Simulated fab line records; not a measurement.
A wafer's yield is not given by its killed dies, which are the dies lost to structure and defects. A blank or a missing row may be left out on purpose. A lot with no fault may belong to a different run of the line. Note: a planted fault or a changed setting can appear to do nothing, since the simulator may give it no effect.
A lot that was struck, set against a sound lot	flow berkeley cmos170	14 out of 331 route steps
Sound: these wafers, L462.1, L462.3, L462.4. The struck wafers were L466.2, L466.3, L466.5. The cause comes at the end.
Per side, at each step with rows, come the tool, then ch with its chambers, and then its first start. Under that, the readings that differ: sound wafers	struck wafers	difference of the means	sigmas: that difference in standard deviations of wafers without a fault.
alike: words and numbers the same on both sides, and readings whose means are apart by under 2 such deviations; not compared: readings that were withheld, readings missing a value for some wafer, numbers with overlapping values and no deviation given by the record, and bounds like >300 which may hide the same value.
Wherever a step has rows on one side only, a row that says differs or no value, or a row with sigmas, the two part there. Numbers that have no deviation but don't overlap get no sigmas and don't part them. A reading missing from all wafers of one side parts the sides only when that side holds two or more wafers.

first, 3 steps without rows for these wafers: UCB170_ACTIVE_EXPOSE_10 (exposes mask ACTIVE, target cd 1200 nm); UCB170_ACTIVE_PEB_11; UCB170_ACTIVE_DEVELOP_12 (develop time 45 s).
UCB170_ACTIVE_CD_MEAS_13 targets a cd of 1200 nm.
  sound on cd sem-01 at day 5 11:30; struck on cd sem-02 at day 6 14:24
  alike: cd nm
UCB170_ACTIVE_OVL_MEAS_14:
  sound on overlay-02 at day 5 11:37; struck on overlay-02 at day 6 14:31
  alike: ACTIVE_OVL
UCB170_ACTIVE_ETCH_15: etches Si3N4 in CH3F/Ar/O2, stops on SiO2, target depth 242 nm, time 151 s.
  sound on rie diel-04 ch 1,2, day 5 11:40; struck on rie diel-04 ch 0,1,2, day 6 14:32
  alike: drypump motor current A, oes product au, throttle valve pct
  not compared: rf hours counter h
UCB170_ACTIVE_STRIP_16: strips in O2.
  sound on plasma asher-02 ch 0,1, day 5 11:46; struck on plasma asher-02 ch 0,1, day 6 14:38
  alike: drypump motor current A, oes product au, strip time to endpoint s
  not compared: rf hours counter h
UCB170_ACTIVE_CD_MEAS_90 targets a cd of 1200 nm.
  sound on cd sem-01 at day 5 11:52; struck on cd sem-01 at day 6 14:46
  alike: cd nm
then, 4 steps without rows for these wafers: UCB170_ACTIVE_CLEAN_17 (cleans in SPM, time 600 s); UCB170_PFIELD_HMDS_00 (prime time 60 s); UCB170_PFIELD_COAT_01 (resist thk 900 nm); UCB170_PFIELD_SOFTBAKE_02 (time 60 s).
UCB170_PFIELD_EXPOSE_03: exposes mask PFIELD, target cd 1500 nm.
  sound on krf scanner-02 ch 0, day 5 13:26; struck on krf scanner-01, day 6 16:20
  no value came back on the struck wafers for exposure dose mJ cm2, focus offset nm (nm); on the sound wafers exposure dose mJ cm2 reads 30.02 29.98 30.01
  alike: mask
following that, these wafers have no rows for 1 step: UCB170_PFIELD_PEB_04.

## WHERE THEY PART
At UCB170_PFIELD_EXPOSE_03 and nowhere else, as far as this record goes.

WHY: what had been put in by the simulator
Skipped step whole: krf scanner-01, from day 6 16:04 on, at UCB170_PFIELD_EXPOSE_03. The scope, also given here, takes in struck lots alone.
